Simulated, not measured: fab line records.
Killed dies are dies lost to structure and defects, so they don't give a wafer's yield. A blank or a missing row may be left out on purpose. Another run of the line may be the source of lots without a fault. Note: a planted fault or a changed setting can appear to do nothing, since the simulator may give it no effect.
fab line records | flow ritCmos
record lots=14 | wafers=42 | lastDay=7
route steps=202 shown PRETRO@72
lots with no fault: from the same line, run without faults
startH: the number of hours between the record's first day and the start of the first shown wafer of the lot | waitH: hours elapsed since this lot's preceding step | " unchanged from the row above | L1.1+2: one row covering several wafers at once | - no value, or no start was given | * or withheld: withheld | < > ~ a bound
route shown NAME@n: names a module that has steps shown in the file, with the first one's number in the route | usual: the fault-free wafers' mean and standard deviation | same: alike in all rows | chamber/n: place in a boat | sites: per-site readings | _std_site: their standard deviation | _edge_site: the outer-site mean with the inner-site mean subtracted | radiusMm: how far each site lies from the wafer's centre | mask NAME#n: copy n | behind: the most recent tool/chamber to have shaped the wafer | hold: the reason the lot was held/the length of the hold in hours/how it ended | device: the transistor (n, p or np) that didn't switch | end of line: the same wafers' tests at the end of the route | step lacking rows: just its recipe | killed: at the first sort, the dies lost to defects and structure; wafer yield is something else | map: per-die view of a wafer (x killed, . not killed, _ where there is no die)
set.NAME: the setting the step ran with; set.NAME@STEP: the setting that earlier step ran with | model.NAME: the simulator's own value behind a step, which no gauge read
steps of the route over a sample of lots; a table a step, a row a wafer
services: a tool's chamber out of use, with start hour (startH, from the record's first day; less than 0 if before it), hours out, and reason
## steps
# step RIT_PRETRO_IMPLANT_08
# recipe species=B | energyKev=45.81 | doseCm2=1.2e+13 | tiltDeg=7
# usual beamOnS=10.00/0.19 | doseIonsCm2=1.2001e+13/1.4e+10 | endStationPressureTorr=5.06e-06/2.2e-07 | faradayCurrentUA=38.1/0.74
lot.wafer | tool         | chamber | startH | waitH | beamOnS | doseIonsCm2 | endStationPressureTorr | faradayCurrentUA
L286.1    | implanter-03 | 0       | 38.58  | 0.2   | 10.52   | 1.2011e+13  | 5.24e-06               | 36.1
L286.2    | "            | 0       | "      | "     | 9.81    | 1.2013e+13  | 5.44e-06               | 38.8
L286.6    | "            | 0       | "      | "     | 9.76    | 1.1984e+13  | 4.81e-06               | 39.0
L287.1    | implanter-04 | 0       | 42.77  | 0.2   | 10.09   | 1.1996e+13  | 4.91e-06               | 37.9
L287.2    | "            | 0       | "      | "     | 10.10   | 1.2012e+13  | 5.4e-06                | 37.7
L287.3    | "            | 0       | "      | "     | 9.98    | 1.2012e+13  | 4.92e-06               | 38.2
L288.1    | implanter-02 | 0       | 47.98  | 0.2   | 10.11   | 1.1998e+13  | 4.67e-06               | 38.1
L288.4    | "            | 0       | "      | "     | 9.72    | 1.2002e+13  | 5.22e-06               | 39.0
L288.5    | "            | 0       | "      | "     | 10.19   | 1.1988e+13  | 5.11e-06               | 37.3
L289.2    | implanter-02 | 0       | 53.09  | 0.2   | 10.01   | 1.2006e+13  | 4.75e-06               | 38.1
L289.4    | "            | 0       | "      | "     | 9.96    | 1.1999e+13  | 4.9e-06                | 38.1
L289.6    | "            | 0       | "      | "     | 10.12   | 1.2002e+13  | 5.05e-06               | 37.6
L290.2    | implanter-04 | 0       | 59.52  | 0.2   | 9.87    | 1.2002e+13  | 4.92e-06               | 38.8
L290.3    | "            | 0       | "      | "     | 10.34   | 1.1995e+13  | 5.05e-06               | 36.5
L290.4    | "            | 0       | "      | "     | 10.46   | 1.2002e+13  | 5.27e-06               | 36.2
L291.1    | implanter-04 | 0       | 65.07  | 0.2   | 10.04   | 1.1997e+13  | 4.95e-06               | 38.0
L291.2    | "            | 0       | "      | "     | 10.03   | 1.1999e+13  | 5.11e-06               | 38.0
L291.3    | "            | 0       | "      | "     | 9.79    | 1.1989e+13  | 4.8e-06                | 38.9
L292.1    | implanter-04 | 0       | 67.34  | 0.2   | 9.88    | 1.2006e+13  | 4.82e-06               | 38.4
L292.3    | "            | 0       | "      | "     | 9.74    | 1.2027e+13  | 5.56e-06               | 38.8
L292.4    | "            | 0       | "      | "     | 10.19   | 1.2006e+13  | 5.04e-06               | 37.2
L293.1    | implanter-03 | 0       | 72.59  | 0.2   | 9.91    | 1.1984e+13  | 5.05e-06               | 38.5
L293.2    | "            | 0       | "      | "     | 9.92    | 1.2003e+13  | 4.7e-06                | 38.2
L293.4    | "            | 0       | "      | "     | 10.25   | 1.1978e+13  | 5.22e-06               | 37.2
L295.1    | implanter-02 | 0       | 83.11  | 0.2   | 10.12   | 1.1988e+13  | 4.99e-06               | 37.6
L295.3    | "            | 0       | "      | "     | 9.39    | 1.2004e+13  | 5.52e-06               | 40.2
L295.5    | "            | 0       | "      | "     | 9.92    | 1.2022e+13  | 5.03e-06               | 38.4
L296.2    | implanter-04 | 0       | 88.59  | 0.2   | 10.16   | 1.2009e+13  | 5.27e-06               | 37.6
L296.4    | "            | 0       | "      | "     | 9.89    | 1.1987e+13  | 5.15e-06               | 38.4
L296.5    | "            | 0       | "      | "     | 9.82    | 1.2005e+13  | 5.28e-06               | 38.5
L297.2    | implanter-04 | 0       | 95.89  | 0.2   | 9.83    | 1.1979e+13  | 4.91e-06               | 38.7
L297.3    | "            | 0       | "      | "     | 10.19   | 1.2006e+13  | 4.75e-06               | 37.5
L297.5    | "            | 0       | "      | "     | 10.07   | 1.2003e+13  | 4.88e-06               | 37.7
L299.1    | implanter-02 | 0       | 102.49 | 0.2   | 10.08   | 1.2006e+13  | 5.1e-06                | 38.0
L299.2    | "            | 0       | "      | "     | 10.25   | 1.1987e+13  | 5e-06                  | 37.1
L299.3    | "            | 0       | "      | "     | 10.09   | 1.1996e+13  | 4.76e-06               | 37.6
L307.2    | implanter-02 | 0       | 144.49 | 0.2   | 12.06   | 1.2014e+13  | 0.00010123             | 31.9
L307.4    | "            | 0       | "      | "     | 12.34   | 1.2017e+13  | 8.904e-05              | 31.3
L307.6    | "            | 0       | "      | "     | 12.37   | 1.204e+13   | 9.623e-05              | 31.0
L308.2    | implanter-02 | 0       | 150.12 | 0.2   | 12.30   | 1.2017e+13  | 9.161e-05              | 31.3
L308.4    | "            | 0       | "      | "     | 12.15   | 1.2015e+13  | 9.773e-05              | 31.8
L308.5    | "            | 0       | "      | "     | 12.09   | 1.2002e+13  | 9.638e-05              | 31.7
# step RIT_PRETRO_TW_MEAS_10
# usual PRETRO_TW=482/4.1
lot.wafer | tool         | chamber | startH | waitH | PRETRO_TW
L286.1    | filmMetro-03 | -       | 38.91  | 0.1   | 484
L286.2    | "            | -       | "      | "     | 486
L286.6    | "            | -       | "      | "     | 483
L287.1    | filmMetro-02 | -       | 43.10  | 0.1   | 484
L287.2    | "            | -       | "      | "     | 483
L287.3    | "            | -       | "      | "     | 480
L288.1    | filmMetro-01 | -       | 48.31  | 0.1   | 475
L288.4    | "            | -       | "      | "     | 474
L288.5    | "            | -       | "      | "     | 476
L289.2    | filmMetro-02 | -       | 53.40  | 0.1   | 484
L289.4    | "            | -       | "      | "     | 484
L289.6    | "            | -       | "      | "     | 482
L290.2    | filmMetro-02 | -       | 59.83  | 0.1   | 486
L290.3    | "            | -       | "      | "     | 483
L290.4    | "            | -       | "      | "     | 483
L291.1    | filmMetro-01 | -       | 65.40  | 0.1   | 476
L291.2    | "            | -       | "      | "     | 475
L291.3    | "            | -       | "      | "     | 474
L292.1    | filmMetro-01 | -       | 67.67  | 0.1   | 477
L292.3    | "            | -       | "      | "     | 474
L292.4    | "            | -       | "      | "     | 473
L293.1    | filmMetro-02 | -       | 72.91  | 0.1   | 485
L293.2    | "            | -       | "      | "     | 484
L293.4    | "            | -       | "      | "     | 484
L295.1    | filmMetro-02 | -       | 83.44  | 0.1   | 483
L295.3    | "            | -       | "      | "     | 484
L295.5    | "            | -       | "      | "     | 483
L296.2    | filmMetro-02 | -       | 88.90  | 0.1   | 482
L296.4    | "            | -       | "      | "     | 481
L296.5    | "            | -       | "      | "     | 484
L297.2    | filmMetro-02 | -       | 96.20  | 0.1   | 484
L297.3    | "            | -       | "      | "     | 484
L297.5    | "            | -       | "      | "     | 486
L299.1    | filmMetro-02 | -       | 102.81 | 0.1   | 485
L299.2    | "            | -       | "      | "     | 487
L299.3    | "            | -       | "      | "     | 486
L307.2    | filmMetro-02 | -       | 144.80 | 0.1   | 513
L307.4    | "            | -       | "      | "     | 516
L307.6    | "            | -       | "      | "     | 516
L308.2    | filmMetro-03 | -       | 150.43 | 0.1   | 510
L308.4    | "            | -       | "      | "     | 513
L308.5    | "            | -       | "      | "     | 509
## services
tool         | chamber | startH | hours | kind
implanter-04 | -       | 16.07  | 1.6   | repair
implanter-04 | -       | 38.37  | 0.7   | repair
implanter-03 | -       | 41.36  | 1.0   | repair
implanter-03 | -       | 68.20  | 1.5   | repair
implanter-03 | -       | 84.37  | 1.6   | repair
implanter-04 | -       | 131.21 | 5.2   | repair
implanter-04 | -       | 138.11 | 16.1  | pm
## key
firstSign step=RIT_PRETRO_IMPLANT_08 | reading=endStationPressureTorr | direction=up | sigmas=99+ | usual=5.06e-06 | struck=9.537e-05
effect step=RIT_PRETRO_IMPLANT_08 | reading=beamOnS | direction=up | sigmas=11 | usual=10.00 | struck=12.22
effect step=RIT_PRETRO_TW_MEAS_10 | reading=PRETRO_TW | direction=up | sigmas=7.5 | usual=482 | struck=513
metAt RIT_PRETRO_IMPLANT_08
struckLots L307,L308
testerLeftOut L307,L308
onsetBetween 102.49 144.49
fault kind=processParameterDrift | tool=implanter-02 | chamber=- | onsetH=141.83 | steps=RIT_PRETRO_IMPLANT_08 | channel=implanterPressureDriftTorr | offset=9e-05 | shape=step | endH=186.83
fault kind=processParameterDrift | tool=implanter-02 | chamber=- | onsetH=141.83 | steps=RIT_PRETRO_IMPLANT_08 | channel=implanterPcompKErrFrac | offset=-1 | shape=step | endH=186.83
# testerLeftOut: of these lots the tester's yield and bins aren't shown, on N5 and GAA mostly nor the transistor test; their killed dies are dies lost to structure and defects alone, not to doping, threshold or leakage, so they don't give the yield
